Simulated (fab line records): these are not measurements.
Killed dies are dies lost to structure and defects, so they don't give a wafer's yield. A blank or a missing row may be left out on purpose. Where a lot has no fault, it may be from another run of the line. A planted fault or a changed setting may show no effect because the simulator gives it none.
Chamber matching + flow berkeleyCmos170 + rieDiel-03 running UCB170_V2_ETCH_14: 3 sister chambers
The step etches SiO2 in CHF3/CF4/Ar, stops on Al, target depth 1250 nm, time 291 s. 15 wafers are shown with their chamber, then 4 later ones without.

WAFERS WITH THEIR CHAMBER
| wafer  | chamber | drypumpMotorCurrentA (A) | throttleValvePct (%) | oesProductAu (a.u.) |
|--------|---------|--------------------------|----------------------|---------------------|
| L551.1 | 1       | 5.7                      | 6.85                 | 0.883               |
| L551.4 | 1       | 5.7                      | 6.83                 | 0.880               |
| L551.6 | 2       | 6.8                      | 7.01                 | 0.888               |
| L552.1 | 1       | 5.7                      | 6.84                 | 0.876               |
| L552.3 | 3       | 5.7                      | 7.08                 | 0.855               |
| L552.4 | 2       | 6.8                      | 7.02                 | 0.881               |
| L549.1 | 2       | 6.8                      | 7.02                 | 0.894               |
| L549.3 | 3       | 5.7                      | 7.08                 | 0.857               |
| L554.2 | 2       | 6.8                      | 6.99                 | 0.890               |
| L554.5 | 1       | 5.7                      | 6.84                 | 0.876               |
| L563.3 | 3       | 5.7                      | 7.10                 | 0.852               |
| L563.5 | 2       | 6.8                      | 7.01                 | 0.886               |
| L563.6 | 3       | 5.7                      | 7.09                 | 0.846               |
| L562.2 | 3       | 5.7                      | 7.08                 | 0.847               |
| L562.4 | 1       | 5.6                      | 6.84                 | 0.873               |

SIGNATURES (averages over the wafers above)
| reading              | chamber 1 | chamber 2 | chamber 3 | scatter within a chamber |
|----------------------|-----------|-----------|-----------|--------------------------|
| drypumpMotorCurrentA | 5.680     | 6.800     | 5.700     | 0.0258                   |
| throttleValvePct     | 6.8400    | 7.0100    | 7.0860    | 0.00966                  |
| oesProductAu         | 0.87760   | 0.88780   | 0.85140   | 0.00454                  |
Rule: for a wafer and a chamber, the distance is found by dividing, reading by reading, the gap between the wafer's reading and the chamber's mean by the reading's scatter, squaring, summing and taking the root. If the next closest chamber is less than 2 further off than the closest, the wafer can't be placed; otherwise it belongs to the closest. The scatter: take each reading less its chamber's mean, square it, sum over the shown wafers, divide by the number of wafers less the number of chambers, and take the root.

WAFERS WITHOUT THEIR CHAMBER
| wafer  | drypumpMotorCurrentA (A) | throttleValvePct (%) | oesProductAu (a.u.) |
|--------|--------------------------|----------------------|---------------------|
| L562.5 | 6.8                      | 7.02                 | 0.891               |
| L568.2 | 5.7                      | 6.84                 | 0.876               |
| L571.1 | 5.7                      | 6.85                 | 0.876               |
| L571.6 | 5.7                      | 7.09                 | 0.844               |

THE CHAMBER EACH PASSED THROUGH
| wafer  | from the rows above | in truth |
|--------|---------------------|----------|
| L562.5 | 2                   | 2        |
| L568.2 | 1                   | 1        |
| L571.1 | 1                   | 1        |
| L571.6 | 3                   | 3        |
Correctly placed: 4 of 4. Not placeable from these rows: 0. Placed wrongly: 0.
